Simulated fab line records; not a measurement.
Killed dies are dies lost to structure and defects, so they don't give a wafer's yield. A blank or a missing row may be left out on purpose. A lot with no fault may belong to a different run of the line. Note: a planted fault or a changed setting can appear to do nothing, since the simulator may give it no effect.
fab line records :: flow berkeleyCmos170 :: part 2 of 2: steps 31 to 42 of 42
record
  lots=5
  wafers=15
  lastDay=12
route steps=331 shown NWELL@26 PWELL@34 WELLDRIVE@55 ACTIVE@60
lots that met no fault: from a run of the same line without faults
startH: hours from the record's opening day to when the first of the lot's shown wafers began :: waitH: hours from the lot's prior step to this one :: " repeats the value in the row above :: L1.1+2: a row that stands for several wafers :: - no value, or no start given :: * or withheld: withheld :: < > ~ a bound
route shown NAME@n: a module of which the file shows steps, and the number in the route of the first :: usual: mean/standard deviation of fault-free wafers :: same: alike in all rows :: chamber/n: place in a boat :: sites: readings site by site :: _std_site: the standard deviation of these :: _edge_site: outer sites' mean less inner sites' :: radiusMm: how far each site lies from the wafer's centre :: mask NAME#n: copy n :: behind: tool/chamber where the wafer was last shaped :: hold: the reason the lot was held/the length of the hold in hours/how it ended :: device: whichever transistor did not switch (one of n, p or np) :: end of line: the same wafers' tests at the end of the route :: where a step has no rows: the recipe by itself :: killed: dies that structure and defects cost at the first sort, which is not the same as the wafer's yield :: map: a wafer's dies, marking killed ones x, the rest . and places with no die _
set.NAME: the setting as run; set.NAME@STEP: as run at that earlier step :: model.NAME: the simulator's own value behind a step, which no gauge read
certain route steps with their lots: each step a table, each wafer a row
services: from which hour (startH, from the record's first day; less than 0 if before it) a tool's chamber was out of use, for how many hours, and why
## steps
# step UCB170_WELLDRIVE_OXIDATION_01
# recipe
  tempC=1100
  ambient=O2
  targetThkA=1990
  oxTimeS=9000
# usual
  zonePowerSourcePct=40.4/2.8
lot.wafer: L076.1
tool: furnace-02
chamber: 0
startH: 68.68
waitH: 2.8
zonePowerSourcePct: 40.9

lot.wafer: L076.3
tool: furnace-02
chamber: 0
startH: 68.68
waitH: 2.8
zonePowerSourcePct: 40.4

lot.wafer: L076.4
tool: furnace-02
chamber: 0
startH: 68.68
waitH: 2.8
zonePowerSourcePct: 41.2

lot.wafer: L080.3
tool: furnace-02
chamber: 0
startH: 95.63
waitH: 4.8
zonePowerSourcePct: 41.1

lot.wafer: L080.4
tool: furnace-02
chamber: 0
startH: 95.63
waitH: 4.8
zonePowerSourcePct: 40.8

lot.wafer: L080.5
tool: furnace-02
chamber: 0
startH: 95.63
waitH: 4.8
zonePowerSourcePct: 40.9

lot.wafer: L081.4
tool: furnace-02
chamber: 0
startH: 95.63
waitH: 0.6
zonePowerSourcePct: 40.8

lot.wafer: L081.5
tool: furnace-02
chamber: 0
startH: 95.63
waitH: 0.6
zonePowerSourcePct: 40.1

lot.wafer: L081.6
tool: furnace-02
chamber: 0
startH: 95.63
waitH: 0.6
zonePowerSourcePct: 40.5

lot.wafer: L091.2
tool: furnace-02
chamber: 0
startH: 151.47
waitH: 2.0
zonePowerSourcePct: 40.9

lot.wafer: L091.3
tool: furnace-02
chamber: 0
startH: 151.47
waitH: 2.0
zonePowerSourcePct: 40.5

lot.wafer: L091.4
tool: furnace-02
chamber: 0
startH: 151.47
waitH: 2.0
zonePowerSourcePct: 40.5

lot.wafer: L094.4
tool: furnace-01
chamber: 0
startH: 164.59
waitH: 2.5
zonePowerSourcePct: 37.0

lot.wafer: L094.5
tool: furnace-01
chamber: 0
startH: 164.59
waitH: 2.5
zonePowerSourcePct: 36.3

lot.wafer: L094.6
tool: furnace-01
chamber: 0
startH: 164.59
waitH: 2.5
zonePowerSourcePct: 36.2
# step UCB170_WELLDRIVE_THK_MEAS_02
# recipe
  reads=SiO2_of_WELLDRIVE_OXIDATION_01
# usual
  WELLDRIVE_OXIDE_THK=199/3.9
lot.wafer: L076.1
tool: filmMetro-03
chamber: -
startH: 72.18
waitH: 0.0
WELLDRIVE_OXIDE_THK[nm]: 197

lot.wafer: L076.3
tool: filmMetro-03
chamber: -
startH: 72.18
waitH: 0.0
WELLDRIVE_OXIDE_THK[nm]: 201

lot.wafer: L076.4
tool: filmMetro-03
chamber: -
startH: 72.18
waitH: 0.0
WELLDRIVE_OXIDE_THK[nm]: 201

lot.wafer: L081.4
tool: filmMetro-03
chamber: -
startH: 99.21
waitH: 0.1
WELLDRIVE_OXIDE_THK[nm]: 204

lot.wafer: L081.5
tool: filmMetro-03
chamber: -
startH: 99.21
waitH: 0.1
WELLDRIVE_OXIDE_THK[nm]: 202

lot.wafer: L081.6
tool: filmMetro-03
chamber: -
startH: 99.21
waitH: 0.1
WELLDRIVE_OXIDE_THK[nm]: 202

lot.wafer: L080.3
tool: filmMetro-01
chamber: -
startH: 99.22
waitH: 0.1
WELLDRIVE_OXIDE_THK[nm]: 203

lot.wafer: L080.4
tool: filmMetro-01
chamber: -
startH: 99.22
waitH: 0.1
WELLDRIVE_OXIDE_THK[nm]: 202

lot.wafer: L080.5
tool: filmMetro-01
chamber: -
startH: 99.22
waitH: 0.1
WELLDRIVE_OXIDE_THK[nm]: 202

lot.wafer: L091.2
tool: filmMetro-01
chamber: -
startH: 154.98
waitH: 0.0
WELLDRIVE_OXIDE_THK[nm]: 199

lot.wafer: L091.3
tool: filmMetro-01
chamber: -
startH: 154.98
waitH: 0.0
WELLDRIVE_OXIDE_THK[nm]: 199

lot.wafer: L091.4
tool: filmMetro-01
chamber: -
startH: 154.98
waitH: 0.0
WELLDRIVE_OXIDE_THK[nm]: 196

lot.wafer: L094.4
tool: filmMetro-03
chamber: -
startH: 168.12
waitH: 0.0
WELLDRIVE_OXIDE_THK[nm]: 203

lot.wafer: L094.5
tool: filmMetro-03
chamber: -
startH: 168.12
waitH: 0.0
WELLDRIVE_OXIDE_THK[nm]: 203

lot.wafer: L094.6
tool: filmMetro-03
chamber: -
startH: 168.12
waitH: 0.0
WELLDRIVE_OXIDE_THK[nm]: 200
# step UCB170_WELLDRIVE_ANNEAL_03
# recipe
  tempC=1100
  timeS=900
  ambient=N2
# usual
  zonePowerSourcePct=41.6/2.9
lot.wafer: L076.1
tool: furnace-04
chamber: 0
startH: 76.13
waitH: 3.9
zonePowerSourcePct: 44.8

lot.wafer: L076.3
tool: furnace-04
chamber: 0
startH: 76.13
waitH: 3.9
zonePowerSourcePct: 43.9

lot.wafer: L076.4
tool: furnace-04
chamber: 0
startH: 76.13
waitH: 3.9
zonePowerSourcePct: 44.5

lot.wafer: L080.3
tool: furnace-04
chamber: 0
startH: 102.61
waitH: 3.4
zonePowerSourcePct: 44.4

lot.wafer: L080.4
tool: furnace-04
chamber: 0
startH: 102.61
waitH: 3.4
zonePowerSourcePct: 43.5

lot.wafer: L080.5
tool: furnace-04
chamber: 0
startH: 102.61
waitH: 3.4
zonePowerSourcePct: 44.6

lot.wafer: L081.4
tool: furnace-04
chamber: 0
startH: 102.61
waitH: 3.4
zonePowerSourcePct: 44.2

lot.wafer: L081.5
tool: furnace-04
chamber: 0
startH: 102.61
waitH: 3.4
zonePowerSourcePct: 44.8

lot.wafer: L081.6
tool: furnace-04
chamber: 0
startH: 102.61
waitH: 3.4
zonePowerSourcePct: 44.9

lot.wafer: L091.2
tool: furnace-01
chamber: 0
startH: 159.17
waitH: 4.2
zonePowerSourcePct: 36.5

lot.wafer: L091.3
tool: furnace-01
chamber: 0
startH: 159.17
waitH: 4.2
zonePowerSourcePct: 36.1

lot.wafer: L091.4
tool: furnace-01
chamber: 0
startH: 159.17
waitH: 4.2
zonePowerSourcePct: 36.3

lot.wafer: L094.4
tool: furnace-04
chamber: 0
startH: 169.95
waitH: 1.8
zonePowerSourcePct: 44.9

lot.wafer: L094.5
tool: furnace-04
chamber: 0
startH: 169.95
waitH: 1.8
zonePowerSourcePct: 44.6

lot.wafer: L094.6
tool: furnace-04
chamber: 0
startH: 169.95
waitH: 1.8
zonePowerSourcePct: 44.5
# step UCB170_WELLDRIVE_WET_ETCH_04
# recipe
  chemistry=BOE
  dilution=5:1
  target=SiO2
  tempC=25
  timeS=120
lot.wafer: L076.1+3+4
tool: wetBench-01
chamber: 0
startH: 77.82
waitH: 0.4

lot.wafer: L080.3+4+5
tool: wetBench-03
chamber: 0
startH: 103.86
waitH: 0.0

lot.wafer: L081.4+5+6
tool: wetBench-03
chamber: 2
startH: 103.86
waitH: 0.0

lot.wafer: L091.2+3+4
tool: wetBench-01
chamber: 3
startH: 161.89
waitH: 1.5

lot.wafer: L094.4+5+6
tool: wetBench-03
chamber: 2
startH: 171.50
waitH: 0.3
# step UCB170_ACTIVE_CLEAN_00
# recipe
  chemistry=SPM
  tempC=120
  timeS=600
lot.wafer: L076.1+3+4
tool: wetBench-01
chamber: 2
startH: 78.07
waitH: 0.2

lot.wafer: L080.3+4+5
tool: wetBench-01
chamber: 2
startH: 103.91
waitH: 0.0

lot.wafer: L081.4+5+6
tool: wetBench-01
chamber: 2
startH: 103.91
waitH: 0.0

lot.wafer: L091.2+3+4
tool: wetBench-02
chamber: 1
startH: 161.97
waitH: 0.0

lot.wafer: L094.4+5+6
tool: wetBench-03
chamber: 1
startH: 171.93
waitH: 0.3
# step UCB170_ACTIVE_CLEAN_01
# recipe
  chemistry=dHF
  dilution=25:1
  timeS=60
lot.wafer: L076.1+3+4
tool: wetBench-01
chamber: 1
startH: 78.44
waitH: 0.2

lot.wafer: L080.3+4+5
tool: wetBench-03
chamber: 3
startH: 104.08
waitH: 0.0

lot.wafer: L081.4+5+6
tool: wetBench-03
chamber: 3
startH: 104.08
waitH: 0.0

lot.wafer: L091.2+3+4
tool: wetBench-02
chamber: 1
startH: 162.14
waitH: 0.0

lot.wafer: L094.4+5+6
tool: wetBench-01
chamber: 0
startH: 172.52
waitH: 0.2
# step UCB170_ACTIVE_OXIDATION_02
# recipe
  tempC=1000
  ambient=O2
  targetThkA=264
  oxTimeS=1260
# usual
  zonePowerSourcePct=31.5/2.3
lot.wafer: L076.1
tool: furnace-04
chamber: 0
startH: 81.13
waitH: 2.7
zonePowerSourcePct: 35.1

lot.wafer: L076.3
tool: furnace-04
chamber: 0
startH: 81.13
waitH: 2.7
zonePowerSourcePct: 35.2

lot.wafer: L076.4
tool: furnace-04
chamber: 0
startH: 81.13
waitH: 2.7
zonePowerSourcePct: 35.3

lot.wafer: L080.3
tool: furnace-02
chamber: 0
startH: 108.21
waitH: 4.1
zonePowerSourcePct: 32.4

lot.wafer: L080.4
tool: furnace-02
chamber: 0
startH: 108.21
waitH: 4.1
zonePowerSourcePct: 32.6

lot.wafer: L080.5
tool: furnace-02
chamber: 0
startH: 108.21
waitH: 4.1
zonePowerSourcePct: 32.5

lot.wafer: L081.4
tool: furnace-02
chamber: 0
startH: 108.21
waitH: 4.1
zonePowerSourcePct: 32.9

lot.wafer: L081.5
tool: furnace-02
chamber: 0
startH: 108.21
waitH: 4.1
zonePowerSourcePct: 32.5

lot.wafer: L081.6
tool: furnace-02
chamber: 0
startH: 108.21
waitH: 4.1
zonePowerSourcePct: 32.5

lot.wafer: L091.2
tool: furnace-02
chamber: 0
startH: 165.57
waitH: 3.4
zonePowerSourcePct: 32.0

lot.wafer: L091.3
tool: furnace-02
chamber: 0
startH: 165.57
waitH: 3.4
zonePowerSourcePct: 32.4

lot.wafer: L091.4
tool: furnace-02
chamber: 0
startH: 165.57
waitH: 3.4
zonePowerSourcePct: 32.2

lot.wafer: L094.4
tool: furnace-02
chamber: 0
startH: 178.96
waitH: 6.4
zonePowerSourcePct: 32.2

lot.wafer: L094.5
tool: furnace-02
chamber: 0
startH: 178.96
waitH: 6.4
zonePowerSourcePct: 31.9

lot.wafer: L094.6
tool: furnace-02
chamber: 0
startH: 178.96
waitH: 6.4
zonePowerSourcePct: 32.5
# step UCB170_ACTIVE_THK_MEAS_03
# recipe
  reads=SiO2_of_ACTIVE_OXIDATION_02
# usual
  ACTIVE_OXIDE_THK=26.4/0.51
lot.wafer: L076.1
tool: filmMetro-01
chamber: -
startH: 82.48
waitH: 0.0
ACTIVE_OXIDE_THK[nm]: 25.7

lot.wafer: L076.3
tool: filmMetro-01
chamber: -
startH: 82.48
waitH: 0.0
ACTIVE_OXIDE_THK[nm]: 25.5

lot.wafer: L076.4
tool: filmMetro-01
chamber: -
startH: 82.48
waitH: 0.0
ACTIVE_OXIDE_THK[nm]: 25.4

lot.wafer: L080.3
tool: filmMetro-03
chamber: -
startH: 109.58
waitH: 0.0
ACTIVE_OXIDE_THK[nm]: 27.0

lot.wafer: L080.4
tool: filmMetro-03
chamber: -
startH: 109.58
waitH: 0.0
ACTIVE_OXIDE_THK[nm]: 27.0

lot.wafer: L080.5
tool: filmMetro-03
chamber: -
startH: 109.58
waitH: 0.0
ACTIVE_OXIDE_THK[nm]: 26.7

lot.wafer: L081.4
tool: filmMetro-01
chamber: -
startH: 109.61
waitH: 0.0
ACTIVE_OXIDE_THK[nm]: 26.2

lot.wafer: L081.5
tool: filmMetro-01
chamber: -
startH: 109.61
waitH: 0.0
ACTIVE_OXIDE_THK[nm]: 26.2

lot.wafer: L081.6
tool: filmMetro-01
chamber: -
startH: 109.61
waitH: 0.0
ACTIVE_OXIDE_THK[nm]: 26.1

lot.wafer: L091.2
tool: filmMetro-03
chamber: -
startH: 166.93
waitH: 0.0
ACTIVE_OXIDE_THK[nm]: 26.9

lot.wafer: L091.3
tool: filmMetro-03
chamber: -
startH: 166.93
waitH: 0.0
ACTIVE_OXIDE_THK[nm]: 27.2

lot.wafer: L091.4
tool: filmMetro-03
chamber: -
startH: 166.93
waitH: 0.0
ACTIVE_OXIDE_THK[nm]: 27.2

lot.wafer: L094.4
tool: filmMetro-01
chamber: -
startH: 180.34
waitH: 0.0
ACTIVE_OXIDE_THK[nm]: 26.8

lot.wafer: L094.5
tool: filmMetro-01
chamber: -
startH: 180.34
waitH: 0.0
ACTIVE_OXIDE_THK[nm]: 26.9

lot.wafer: L094.6
tool: filmMetro-01
chamber: -
startH: 180.34
waitH: 0.0
ACTIVE_OXIDE_THK[nm]: 26.8
# step UCB170_ACTIVE_ANNEAL_04
# recipe
  tempC=1000
  timeS=900
  ambient=N2
# usual
  zonePowerSourcePct=31.6/2.7
lot.wafer: L076.1
tool: furnace-01
chamber: 0
startH: 87.64
waitH: 5.1
zonePowerSourcePct: 28.4

lot.wafer: L076.3
tool: furnace-01
chamber: 0
startH: 87.64
waitH: 5.1
zonePowerSourcePct: 28.8

lot.wafer: L076.4
tool: furnace-01
chamber: 0
startH: 87.64
waitH: 5.1
zonePowerSourcePct: 28.5

lot.wafer: L080.3
tool: furnace-02
chamber: 0
startH: 115.23
waitH: 5.6
zonePowerSourcePct: 31.9

lot.wafer: L080.4
tool: furnace-02
chamber: 0
startH: 115.23
waitH: 5.6
zonePowerSourcePct: 32.3

lot.wafer: L080.5
tool: furnace-02
chamber: 0
startH: 115.23
waitH: 5.6
zonePowerSourcePct: 31.9

lot.wafer: L081.4
tool: furnace-02
chamber: 0
startH: 115.23
waitH: 5.6
zonePowerSourcePct: 32.7

lot.wafer: L081.5
tool: furnace-02
chamber: 0
startH: 115.23
waitH: 5.6
zonePowerSourcePct: 32.2

lot.wafer: L081.6
tool: furnace-02
chamber: 0
startH: 115.23
waitH: 5.6
zonePowerSourcePct: 32.4

lot.wafer: L091.2
tool: furnace-04
chamber: 0
startH: 168.70
waitH: 1.8
zonePowerSourcePct: 35.0

lot.wafer: L091.3
tool: furnace-04
chamber: 0
startH: 168.70
waitH: 1.8
zonePowerSourcePct: 34.8

lot.wafer: L091.4
tool: furnace-04
chamber: 0
startH: 168.70
waitH: 1.8
zonePowerSourcePct: 35.4

lot.wafer: L094.4
tool: furnace-01
chamber: 0
startH: 188.46
waitH: 8.1
zonePowerSourcePct: 28.9

lot.wafer: L094.5
tool: furnace-01
chamber: 0
startH: 188.46
waitH: 8.1
zonePowerSourcePct: 28.8

lot.wafer: L094.6
tool: furnace-01
chamber: 0
startH: 188.46
waitH: 8.1
zonePowerSourcePct: 28.4
# step UCB170_ACTIVE_CVD_05
# recipe
  material=Si3N4
  targetThkNm=220
  tempC=800
  precursor=SiH2Cl2/NH3
  timeS=3300
  pressureMtorr=200
  sih2cl2FlowSccm=25
  nh3FlowSccm=75
# usual
  sih2cl2FlowSccm=25.01/0.078
  zonePowerSourcePct=21.9/2.3
lot.wafer: L076.1
tool: lpcvd-01
chamber: 1
startH: 88.89
waitH: 0.0
sih2cl2FlowSccm: 25.10
zonePowerSourcePct: 21.1

lot.wafer: L076.3
tool: lpcvd-01
chamber: 1
startH: 88.89
waitH: 0.0
sih2cl2FlowSccm: 25.08
zonePowerSourcePct: 20.9

lot.wafer: L076.4
tool: lpcvd-01
chamber: 1
startH: 88.89
waitH: 0.0
sih2cl2FlowSccm: 25.07
zonePowerSourcePct: 21.1

lot.wafer: L080.3
tool: lpcvd-01
chamber: 1
startH: 116.48
waitH: 0.0
sih2cl2FlowSccm: 25.12
zonePowerSourcePct: 20.8

lot.wafer: L080.4
tool: lpcvd-01
chamber: 1
startH: 116.48
waitH: 0.0
sih2cl2FlowSccm: 25.10
zonePowerSourcePct: 21.0

lot.wafer: L080.5
tool: lpcvd-01
chamber: 1
startH: 116.48
waitH: 0.0
sih2cl2FlowSccm: 25.00
zonePowerSourcePct: 20.6

lot.wafer: L081.4
tool: lpcvd-01
chamber: 0
startH: 116.48
waitH: 0.0
sih2cl2FlowSccm: 25.14
zonePowerSourcePct: 23.4

lot.wafer: L081.5
tool: lpcvd-01
chamber: 0
startH: 116.48
waitH: 0.0
sih2cl2FlowSccm: 25.12
zonePowerSourcePct: 24.1

lot.wafer: L081.6
tool: lpcvd-01
chamber: 0
startH: 116.48
waitH: 0.0
sih2cl2FlowSccm: 24.97
zonePowerSourcePct: 23.6

lot.wafer: L091.2
tool: lpcvd-01
chamber: 1
startH: 171.07
waitH: 1.1
sih2cl2FlowSccm: 25.07
zonePowerSourcePct: 20.9

lot.wafer: L091.3
tool: lpcvd-01
chamber: 1
startH: 171.07
waitH: 1.1
sih2cl2FlowSccm: 25.10
zonePowerSourcePct: 21.2

lot.wafer: L091.4
tool: lpcvd-01
chamber: 1
startH: 171.07
waitH: 1.1
sih2cl2FlowSccm: 25.16
zonePowerSourcePct: 21.3

lot.wafer: L094.4
tool: lpcvd-01
chamber: 0
startH: 189.71
waitH: 0.0
sih2cl2FlowSccm: 24.94
zonePowerSourcePct: 24.1

lot.wafer: L094.5
tool: lpcvd-01
chamber: 0
startH: 189.71
waitH: 0.0
sih2cl2FlowSccm: 25.05
zonePowerSourcePct: 23.7

lot.wafer: L094.6
tool: lpcvd-01
chamber: 0
startH: 189.71
waitH: 0.0
sih2cl2FlowSccm: 25.03
zonePowerSourcePct: 23.7
# step UCB170_ACTIVE_THK_MEAS_06
# recipe
  reads=Si3N4_of_ACTIVE_CVD_05
# usual
  ACTIVE_NITRIDE_THK=219.5/2.1
lot.wafer: L076.1
tool: filmMetro-02
chamber: -
startH: 90.80
waitH: 0.0
ACTIVE_NITRIDE_THK[nm]: 220.0

lot.wafer: L076.3
tool: filmMetro-02
chamber: -
startH: 90.80
waitH: 0.0
ACTIVE_NITRIDE_THK[nm]: 219.0

lot.wafer: L076.4
tool: filmMetro-02
chamber: -
startH: 90.80
waitH: 0.0
ACTIVE_NITRIDE_THK[nm]: 217.7

lot.wafer: L080.3
tool: filmMetro-02
chamber: -
startH: 118.42
waitH: 0.0
ACTIVE_NITRIDE_THK[nm]: 220.1

lot.wafer: L080.4
tool: filmMetro-02
chamber: -
startH: 118.42
waitH: 0.0
ACTIVE_NITRIDE_THK[nm]: 218.3

lot.wafer: L080.5
tool: filmMetro-02
chamber: -
startH: 118.42
waitH: 0.0
ACTIVE_NITRIDE_THK[nm]: 218.5

lot.wafer: L081.4
tool: filmMetro-01
chamber: -
startH: 118.43
waitH: 0.0
ACTIVE_NITRIDE_THK[nm]: 216.3

lot.wafer: L081.5
tool: filmMetro-01
chamber: -
startH: 118.43
waitH: 0.0
ACTIVE_NITRIDE_THK[nm]: 215.4

lot.wafer: L081.6
tool: filmMetro-01
chamber: -
startH: 118.43
waitH: 0.0
ACTIVE_NITRIDE_THK[nm]: 217.2

lot.wafer: L091.2
tool: filmMetro-02
chamber: -
startH: 172.99
waitH: 0.0
ACTIVE_NITRIDE_THK[nm]: 219.5

lot.wafer: L091.3
tool: filmMetro-02
chamber: -
startH: 172.99
waitH: 0.0
ACTIVE_NITRIDE_THK[nm]: 219.8

lot.wafer: L091.4
tool: filmMetro-02
chamber: -
startH: 172.99
waitH: 0.0
ACTIVE_NITRIDE_THK[nm]: 220.7

lot.wafer: L094.4
tool: filmMetro-03
chamber: -
startH: 191.65
waitH: 0.0
ACTIVE_NITRIDE_THK[nm]: 218.6

lot.wafer: L094.5
tool: filmMetro-03
chamber: -
startH: 191.65
waitH: 0.0
ACTIVE_NITRIDE_THK[nm]: 218.7

lot.wafer: L094.6
tool: filmMetro-03
chamber: -
startH: 191.65
waitH: 0.0
ACTIVE_NITRIDE_THK[nm]: 220.9
# step UCB170_ACTIVE_HMDS_07
# recipe
  primeTimeS=60
  primeTempC=100
lot.wafer: L076.1+3+4
tool: lithoTrack-03
chamber: 0
startH: 90.86
waitH: 0.1

lot.wafer: L080.3+4+5
tool: lithoTrack-02
chamber: 0
startH: 119.42
waitH: 1.0

lot.wafer: L081.4+5+6
tool: lithoTrack-01
chamber: 0
startH: 119.56
waitH: 1.1

lot.wafer: L091.2+3+4
tool: lithoTrack-03
chamber: 0
startH: 173.07
waitH: 0.1

lot.wafer: L094.4+5+6
tool: lithoTrack-02
chamber: 0
startH: 191.76
waitH: 0.1
## services
tool: krfScanner-01
chamber: -
startH: 20.00
hours: 0.3
kind: repair

tool: krfScanner-02
chamber: -
startH: 25.72
hours: 0.8
kind: pm

tool: lpcvd-01
chamber: -
startH: 29.95
hours: 0.6
kind: repair

tool: implanter-01
chamber: -
startH: 32.96
hours: 5.0
kind: repair

tool: krfScanner-01
chamber: -
startH: 34.83
hours: 1.3
kind: pm

tool: rieDiel-02
chamber: -
startH: 35.03
hours: 0.7
kind: repair

tool: implanter-03
chamber: -
startH: 37.17
hours: 5.4
kind: repair

tool: krfScanner-02
chamber: -
startH: 38.42
hours: 4.4
kind: pm

tool: implanter-04
chamber: -
startH: 40.31
hours: 3.4
kind: repair

tool: krfScanner-02
chamber: -
startH: 42.80
hours: 0.8
kind: pm

tool: implanter-01
chamber: -
startH: 44.52
hours: 4.6
kind: pm

tool: rieDiel-02
chamber: 1
startH: 53.99
hours: 5.2
kind: repair

tool: rieDiel-04
chamber: 3
startH: 61.54
hours: 11.8
kind: repair

tool: krfScanner-01
chamber: -
startH: 61.60
hours: 0.8
kind: pm

tool: lpcvd-02
chamber: -
startH: 67.77
hours: 0.8
kind: pm

tool: implanter-02
chamber: -
startH: 77.78
hours: 4.0
kind: pm

tool: plasmaAsher-01
chamber: -
startH: 82.60
hours: 1.1
kind: repair

tool: krfScanner-01
chamber: -
startH: 90.94
hours: 4.4
kind: pm

tool: lpcvd-02
chamber: -
startH: 96.53
hours: 2.8
kind: pm

tool: plasmaAsher-01
chamber: -
startH: 108.75
hours: 9.0
kind: pm

tool: krfScanner-01
chamber: -
startH: 110.65
hours: 1.0
kind: pm

tool: rieDiel-02
chamber: 3
startH: 127.42
hours: 3.0
kind: repair

tool: furnace-02
chamber: -
startH: 128.18
hours: 3.8
kind: pm

tool: plasmaAsher-03
chamber: -
startH: 145.54
hours: 4.0
kind: repair
